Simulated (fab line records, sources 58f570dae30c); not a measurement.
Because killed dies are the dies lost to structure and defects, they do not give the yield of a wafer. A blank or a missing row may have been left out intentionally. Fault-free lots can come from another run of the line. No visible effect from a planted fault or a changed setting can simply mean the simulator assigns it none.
One fault through the eyes of 2 desks	flow berkeley-cmos170	only its own numbers are on each desk; what lay behind them is given at the end

AT THE METROLOGY DESK
What the gauges read, lot by lot, whatever tool the lot ran on: means of the sampled wafers that have a number. The brackets show how far a lot's mean lies from the usual mean; more than 4 standard deviations puts the lot out of limits, marked OUT.
Columns: A = PWELL_TW at UCB170_PWELL_TW_MEAS_17, usual 382; B = cd-nm at UCB170_M2_CD_MEAS_15, usual 699.8 nm
lot	first seen here	A	B
L828	day 3 16:34	382	698.7
L829	day 3 22:07	387	700.5
L830	day 3 22:28	381	700.1
L831	day 3 22:49	386	701.7
L833	day 4 03:46	382	702.1
L834	day 4 15:13	379	699.1
L835	day 4 15:43	382	698.4
L837	day 5 11:43	379	697.5
L838	day 5 18:22	377	701.7
L842	day 6 07:12	317 (-22) OUT	700.3
L841	day 6 07:28	384	699.6
L844	day 6 17:50	318 (-21) OUT	699.6
L850	day 7 18:27	379	701.1
L849	day 7 18:30	384	699.6
This desk reports L842, L844 out of limits; the earliest was L842 at day 6 07:12 (PWELL_TW at UCB170_PWELL_TW_MEAS_17). Within limits: L828, L829, L830, L831, L833, L834, L835, L837, L838, L841, L850, L849.

TOOL OWNER'S DESK, implanter-04
UCB170_PWELL_IMPLANT_15, tool's own readings: per-lot mean of the sampled wafers with a number, covering each lot this tool ran. The brackets show how far a lot's mean lies from the usual mean; more than 4 standard deviations puts the lot out of limits, marked OUT.
Columns: A = dose-ions-cm2 at UCB170_PWELL_IMPLANT_15, usual 5e+12; B = faraday-current-uA at UCB170_PWELL_IMPLANT_15, usual 15.9; C = tilt-deg at UCB170_PWELL_IMPLANT_15, usual 7.003 degrees
lot	first seen here	A	B	C
L829	day 3 21:52	5e+12	15.8	6.990
L830	day 3 22:13	5e+12	15.5	6.979
L833	day 4 03:31	5e+12	16.1	6.987
L834	day 4 14:58	5e+12	15.9	6.997
L835	day 4 15:28	5e+12	15.9	6.977
L842	day 6 06:58	3e+12 (-99 or more) OUT	8.7 (-21) OUT	6.996
L844	day 6 17:35	3e+12 (-99 or more) OUT	8.9 (-21) OUT	7.025
Finding of this desk: L842, L844 out of limits; the first was L842 at day 6 06:58, on dose-ions-cm2 at UCB170_PWELL_IMPLANT_15. Within limits: L829, L830, L833, L834, L835.

TAKEN TOGETHER
The tool owner's desk could have raised an alarm at day 6 06:58, on L842, L844.
An alarm was possible from the metrology desk at day 6 07:12, on L842, L844.
All the named lots went through UCB170_PWELL_IMPLANT_15 on implanter-04.

WHAT THE SIMULATOR HAD PUT IN
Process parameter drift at UCB170_PWELL_IMPLANT_15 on implanter-04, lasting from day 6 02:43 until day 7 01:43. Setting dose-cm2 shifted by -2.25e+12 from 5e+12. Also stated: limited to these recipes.
Lots struck among those shown: L842, L844.
Hours from the fault's start to each desk's first reading out of limits: the tool owner's desk, 4; the metrology desk, 4.
